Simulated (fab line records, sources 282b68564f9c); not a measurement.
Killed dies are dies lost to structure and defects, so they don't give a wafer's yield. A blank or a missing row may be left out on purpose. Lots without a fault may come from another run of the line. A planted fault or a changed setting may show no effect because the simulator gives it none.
Which tool did it? | flow rit_cmos | 14 lots, 42 wafers sampled, at 2 steps of a route of 202

WHAT THE GAUGES READ, wafer by wafer
The record holds no reading of a measuring or inspecting step that can be judged against a usual standard deviation.

WHICH TOOL RAN EACH LOT (tool, then ch and the chambers of the sampled wafers, then the start)
lot  | RIT_M1_DEVELOP_08                | RIT_M1_PROBE_99
L911 | litho_track-04 ch 0, day 3 09:00 | prober-02, day 3 12:23
L913 | litho_track-03 ch 0, day 3 21:00 | prober-02, day 4 00:29
L914 | litho_track-03 ch 0, day 3 22:00 | prober-01, day 4 01:01
L915 | litho_track-03 ch 0, day 4 11:00 | prober-01, day 4 14:16
L916 | litho_track-04 ch 0, day 4 11:00 | prober-01, day 4 14:40
L917 | litho_track-03 ch 0, day 4 13:00 | prober-01, day 4 16:41
L918 | litho_track-03 ch 0, day 4 17:00 | prober-02, day 4 21:35
L919 | litho_track-04 ch 0, day 5 00:00 | prober-01, day 5 03:08
L921 | litho_track-02 ch 0, day 5 09:00 | prober-01, day 5 12:31
L922 | litho_track-03 ch 0, day 5 13:00 | prober-02, day 5 17:50
L923 | litho_track-04 ch 0, day 5 20:00 | prober-01, day 5 23:24
L925 | litho_track-04 ch 0, day 6 05:00 | prober-01, day 6 08:40
L926 | litho_track-04 ch 0, day 6 12:00 | prober-02, day 6 15:11
L930 | litho_track-03 ch 0, day 7 07:00 | prober-02, day 7 10:37
- RIT_M1_DEVELOP_08: develop time 68 s.
- RIT_M1_PROBE_99

WHAT THE TOOLS THEMSELVES READ (means of the sampled wafers that have a number; where no wafer has one, the mark that the record gives instead)
RIT_M1_DEVELOP_08.
lot  | tool           | chill_plate_temp_C (C) | developer_temp_C (C)
L911 | litho_track-04 | 23.13                  | 22.99
L913 | litho_track-03 | 22.97                  | 22.82
L914 | litho_track-03 | 23.12                  | 23.08
L915 | litho_track-03 | 22.97                  | 22.81
L916 | litho_track-04 | 23.01                  | 23.07
L917 | litho_track-03 | 22.99                  | 23.01
L918 | litho_track-03 | 22.96                  | 23.09
L919 | litho_track-04 | 22.94                  | 22.98
L921 | litho_track-02 | 22.98                  | 22.99
L922 | litho_track-03 | 22.94                  | 23.00
L923 | litho_track-04 | 22.82                  | 22.89
L925 | litho_track-04 | 23.12                  | 22.30
L926 | litho_track-04 | 22.83                  | 22.30
L930 | litho_track-03 | 22.98                  | 22.90

RIT_M1_PROBE_99.
lot  | tool      | defect_limited_yield (%) | killed_at_M0_to_M3 | killed_at_contacts | killed_at_front_end | killed_dies | killed_open | killed_short | sort_bin_3_pad_short (%) | sort_bin_5_function (%) | sort_bin_6_memory (%) | sort_n_pass | sort_yield_pct (%)
L911 | prober-02 | 97.3                     | 0.0                | 0.0                | 7                   | 7           | 3.7         | 3.3          | 0.1                      | 1.5                     | 1.0                   | 257         | 97.3
L913 | prober-02 | 96.8                     | 0.0                | 0.0                | 8                   | 8           | 2.3         | 6.0          | 0.1                      | 1.8                     | 1.3                   | 256         | 96.8
L914 | prober-01 | 98.0                     | 0.0                | 0.0                | 5                   | 5           | 3.0         | 2.3          | 0.3                      | 1.0                     | 0.8                   | 259         | 98.0
L915 | prober-01 | 98.8                     | 0.0                | 0.0                | 3                   | 3           | 1.7         | 1.3          | 0.0                      | 0.4                     | 0.8                   | 261         | 98.8
L916 | prober-01 | 97.6                     | 0.0                | 0.0                | 6                   | 6           | 2.7         | 3.7          | 0.0                      | 1.5                     | 0.9                   | 258         | 97.6
L917 | prober-01 | 96.7                     | 0.0                | 0.0                | 9                   | 9           | 6.0         | 2.7          | 0.1                      | 2.2                     | 1.0                   | 255         | 96.7
L918 | prober-02 | 97.9                     | 0.0                | 0.0                | 6                   | 6           | 1.3         | 4.3          | 0.4                      | 0.6                     | 1.1                   | 258         | 97.9
L919 | prober-01 | 97.5                     | 0.0                | 0.0                | 7                   | 7           | 3.7         | 3.0          | 0.0                      | 1.6                     | 0.9                   | 257         | 97.5
L921 | prober-01 | 97.5                     | 0.0                | 0.0                | 7                   | 7           | 4.3         | 2.3          | 0.0                      | 1.1                     | 1.4                   | 257         | 97.5
L922 | prober-02 | 96.6                     | 0.0                | 0.3                | 9                   | 9           | 6.3         | 2.7          | 0.1                      | 1.6                     | 1.6                   | 255         | 96.6
L923 | prober-01 | 97.3                     | 0.0                | 0.0                | 7                   | 7           | 3.0         | 4.0          | 0.1                      | 1.3                     | 1.3                   | 257         | 97.3
L925 | prober-01 | 97.6                     | 0.0                | 0.0                | 6                   | 6           | 1.7         | 4.7          | 0.1                      | 1.2                     | 1.0                   | 258         | 97.6
L926 | prober-02 | 96.3                     | 0.3                | 0.0                | 9                   | 10          | 4.0         | 5.7          | 0.1                      | 2.0                     | 1.5                   | 254         | 96.3
L930 | prober-02 | 98.1                     | 0.0                | 0.0                | 5                   | 5           | 1.3         | 3.7          | 0.1                      | 1.1                     | 0.7                   | 259         | 98.1

THE ANSWER, worked out from the rows above alone
Rule: what is usual is taken from the lots themselves. Put in order of their means at a reading, lots are off if they are a third of the lots or fewer, leave a main group of 4 or more, and stand apart from it by a gap of 3 or more times the standard deviation of the main group's means; of several such gaps the widest counts. A main group whose means are all the same, to the digits that the tables above print for the reading, isn't used. A lot without any number at a reading at which 4 lots or more have one is off too. The other lots that the step has rows for count as sound. The gauges are gone through in route order, then the tools' own readings, and for those a lot's mean is taken as printed above. The first step at which some lot is off is used, and at that step the reading that is off furthest; a lot without a number counts as furthest.
Off: L925, L926, at RIT_M1_DEVELOP_08 (developer_temp_C). The main group: mean 22.97 C, standard deviation 0.091.
A tool fits if, at that step or a process step before it, it ran every lot that is off, and no sound lot after the first of them. One fits: litho_track-04 at RIT_M1_DEVELOP_08. Its last sound lot is L923 (day 5 20:00), its first lot that is off L925 (day 6 05:00): a fault that began between those two fits.
The tool's own readings at RIT_M1_DEVELOP_08 bear it out: on the lots that are off they differ by more than 5 times the standard deviation of the sound lots' means. developer_temp_C reads 22.30 C there against 22.97 C on the sound lots.

WHAT THE SIMULATOR HAD PUT IN
Process parameter drift: litho_track-04, from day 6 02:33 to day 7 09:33, at RIT_M1_DEVELOP_08. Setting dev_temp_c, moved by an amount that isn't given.
Lots struck among those shown: L925, L926. The rule above found the same.
